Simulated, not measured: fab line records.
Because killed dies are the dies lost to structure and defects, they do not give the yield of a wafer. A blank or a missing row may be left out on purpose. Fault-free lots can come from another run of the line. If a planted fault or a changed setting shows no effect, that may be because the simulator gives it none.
Problem report, 8D (eight disciplines) form, completed by code || flow berkeley_cmos170 || the parts of the form that need people (team, actions taken, sign-off) are left out

## 1. WHAT WENT WRONG
At UCB170_WELLDRIVE_ANNEAL_03, tube_center_temp_C averages 1150 C over 6 wafers from 2 lots, while fault-free wafers read 1100 C, standard deviation 0.1. That is +99 or more standard deviations from the usual mean.
The step: time 900 s.
Seen first at day 5 00:00 on furnace-01, wafer L373.1. The record has a number at this step for 42 wafers belonging to 14 lots. Rule for "out" (also "out of limits"): further than 4 standard deviations from the usual mean. All remaining wafers that have a number are taken as sound.

## 2. WHAT IT IS AND WHAT IT IS NOT
{"question": "which readings at this step", "is": "tube_center_temp_C, spike_tc_centre_C, spike_tc_load_C, spike_tc_source_C, tube_center_temp_C_max, zone_power_source_pct", "is not": "-"}
{"question": "which lots", "is": "L373, L374", "is not": "L369, L370, L371, L375, L381, L382, L386, L388, L389, L390, L391, L392"}
{"question": "which wafers of those lots", "is": "all that have a number", "is not": "-"}
{"question": "read on which tools", "is": "furnace-01", "is not": "furnace-02, furnace-04"}
{"question": "when", "is": "from day 5 00:00", "is not": "up to then (9 sound wafers); but 27 sound wafers of L375, L381, L382, L386, L388, L389, L390, L391, L392 came after"}

## 3. THE SUSPECTS, EACH WITH WHAT RULES IT OUT
Counting: a tool at any process step up to the reading remains a suspect when it ran all the lots that are out and ran no sound lot after the first of those.
- furnace-01 at UCB170_WELLDRIVE_ANNEAL_03 (time 900 s): ruled out as a lasting fault. After its first lot that is out, L373 (day 5 00:00), sound lots L389, L390, L391, L392 ran on it.
Left after counting: nothing in the record.

## 4. THE CAUSE (what the simulator had put in)
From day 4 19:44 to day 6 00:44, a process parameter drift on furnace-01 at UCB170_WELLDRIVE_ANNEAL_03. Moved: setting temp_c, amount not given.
Counting ruled it out, wrongly.

## 5. THE EFFECT CHAIN, in route order
One row per reading whose mean, taken over the struck wafers that have a number, lies over 3 standard deviations from the usual. Only readings whose record carries a usual standard deviation are examined. hours: median over the lots of the time between each lot's start at the first step of this table that gives one and its start at this step. sigmas: the change, counted in usual standard deviations.
{"hours": 0, "step": "UCB170_WELLDRIVE_ANNEAL_03", "reading": "spike_tc_centre_C", "usual": "1102.2 C", "on struck wafers": 1151.8, "change": "+49.6", "sigmas": "+41"}
{"hours": 0, "step": "UCB170_WELLDRIVE_ANNEAL_03", "reading": "spike_tc_load_C", "usual": "1127.1 C", "on struck wafers": 1179.6, "change": "+52.5", "sigmas": "+18"}
{"hours": 0, "step": "UCB170_WELLDRIVE_ANNEAL_03", "reading": "spike_tc_source_C", "usual": "1124.4 C", "on struck wafers": 1174.1, "change": "+49.7", "sigmas": "+26"}
{"hours": 0, "step": "UCB170_WELLDRIVE_ANNEAL_03", "reading": "tube_center_temp_C", "usual": "1100 C", "on struck wafers": 1150, "change": "+50", "sigmas": "+99 or more"}
{"hours": 0, "step": "UCB170_WELLDRIVE_ANNEAL_03", "reading": "tube_center_temp_C_max", "usual": 1102.9, "on struck wafers": 1153.0, "change": "+50.1", "sigmas": "+99 or more"}
{"hours": 0, "step": "UCB170_WELLDRIVE_ANNEAL_03", "reading": "zone_power_source_pct", "usual": "47.7 %", "on struck wafers": 53.3, "change": "+5.6", "sigmas": "+5.1"}
Here are the process steps it includes:
- UCB170_WELLDRIVE_ANNEAL_03: time 900 s.
At these later measuring or inspecting steps, every struck wafer for which the step has a row has a number for every such reading, and none has moved that far: UCB170_M3_THK_MEAS_03, UCB170_M3_OVL_MEAS_16.

## 6. HOW IT WOULD HAVE BEEN CAUGHT EARLIER
In this record no reading fell out of limits until day 5 00:00, 4 hours after the fault had begun at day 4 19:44.
